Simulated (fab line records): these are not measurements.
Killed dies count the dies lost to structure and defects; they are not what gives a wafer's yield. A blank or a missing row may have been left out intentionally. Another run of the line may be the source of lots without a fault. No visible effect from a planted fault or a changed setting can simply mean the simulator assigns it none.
Which of the tools did it? ; flow berkeley-cmos170 ; 15 lots, 45 wafers sampled, at 1 step of a route of 331

== WHAT EACH GAUGE READ, for each wafer ==
No reading from a measuring or inspecting step in the record can be judged against a usual standard deviation.

== WHAT TOOL EACH LOT RAN ON (gives the tool, then ch and the chambers of the sampled wafers, and finally the start) ==
lot;UCB170_GATE_STRIP_16
L348;plasma-asher-03 ch 0,1, day 7 00:02
L351;plasma-asher-04 ch 0,1, day 7 00:30
L355;plasma-asher-04 ch 0,1, day 8 05:54
L358;plasma-asher-02 ch 0,1, day 8 05:56
L357;plasma-asher-03 ch 0,1, day 8 06:04
L363;plasma-asher-03 ch 0,1, day 9 06:14
L361;plasma-asher-02 ch 0,1, day 9 06:31
L362;plasma-asher-04 ch 0,1, day 9 06:55
L364;plasma-asher-04 ch 0,1, day 9 18:51
L365;plasma-asher-02 ch 0,1, day 9 18:58
L367;plasma-asher-04 ch 0,1, day 9 23:55
L369;plasma-asher-03 ch 0,1, day 10 16:22
L368;plasma-asher-04 ch 0,1, day 10 16:34
L370;plasma-asher-02 ch 0,1, day 11 01:42
L371;plasma-asher-02 ch 0,1, day 11 10:58
- UCB170_GATE_STRIP_16: strips in O2.

== AS READ BY THE TOOLS THEMSELVES (means over the sampled wafers that have a number; for cases with no such wafer, the mark the record gives instead) ==
UCB170_GATE_STRIP_16.
lot;tool;chamber-pressure-mTorr (mTorr);drypump-motor-current-A (A);oes-product-au (a.u.)
L348;plasma-asher-03;3503;6.00;0.730
L351;plasma-asher-04;3499;6.37;0.723
L355;plasma-asher-04;-;-;-
L358;plasma-asher-02;-;-;-
L357;plasma-asher-03;-;-;-
L363;plasma-asher-03;3498;6.00;0.724
L361;plasma-asher-02;3497;5.88;0.731
L362;plasma-asher-04;3505;6.48;0.724
L364;plasma-asher-04;3497;6.46;0.725
L365;plasma-asher-02;3500;5.89;0.728
L367;plasma-asher-04;3500;6.47;0.720
L369;plasma-asher-03;3501;5.90;0.722
L368;plasma-asher-04;3499;6.47;0.726
L370;plasma-asher-02;3496;5.98;0.723
L371;plasma-asher-02;3502;6.00;0.726

== THE ANSWER, worked out from the rows above alone ==
Rule: the lots themselves supply what counts as usual. Put in order of their means at a reading, lots are off if they are a third of the lots or fewer, leave a main group of 4 or more, and stand apart from it by a gap of 3 or more times the standard deviation of the main group's means; of several such gaps the widest counts. A main group whose means are all the same, to the digits that the tables above print for the reading, isn't used. Also off: a lot with no number at a reading for which 4 or more lots have one. All remaining lots with rows at the step are treated as sound. Order of review: gauges by route order, followed by the tools' own readings, for which a lot's mean as printed above is used. At the first step where some lot is off, the reading lying furthest off is the one used; lots without a number count as furthest.
Off: L355, L358, L357, at UCB170_GATE_STRIP_16 (chamber-pressure-mTorr). Without a number there: L355, L358, L357. Mean 3500 mTorr and standard deviation 2.6 in the main group.
If a tool, at that step or one of the process steps before it, ran each lot that is off and ran no sound lot following the first of them, it fits. No candidate that was tried fits.

== WHAT THE SIMULATOR PUT IN ==
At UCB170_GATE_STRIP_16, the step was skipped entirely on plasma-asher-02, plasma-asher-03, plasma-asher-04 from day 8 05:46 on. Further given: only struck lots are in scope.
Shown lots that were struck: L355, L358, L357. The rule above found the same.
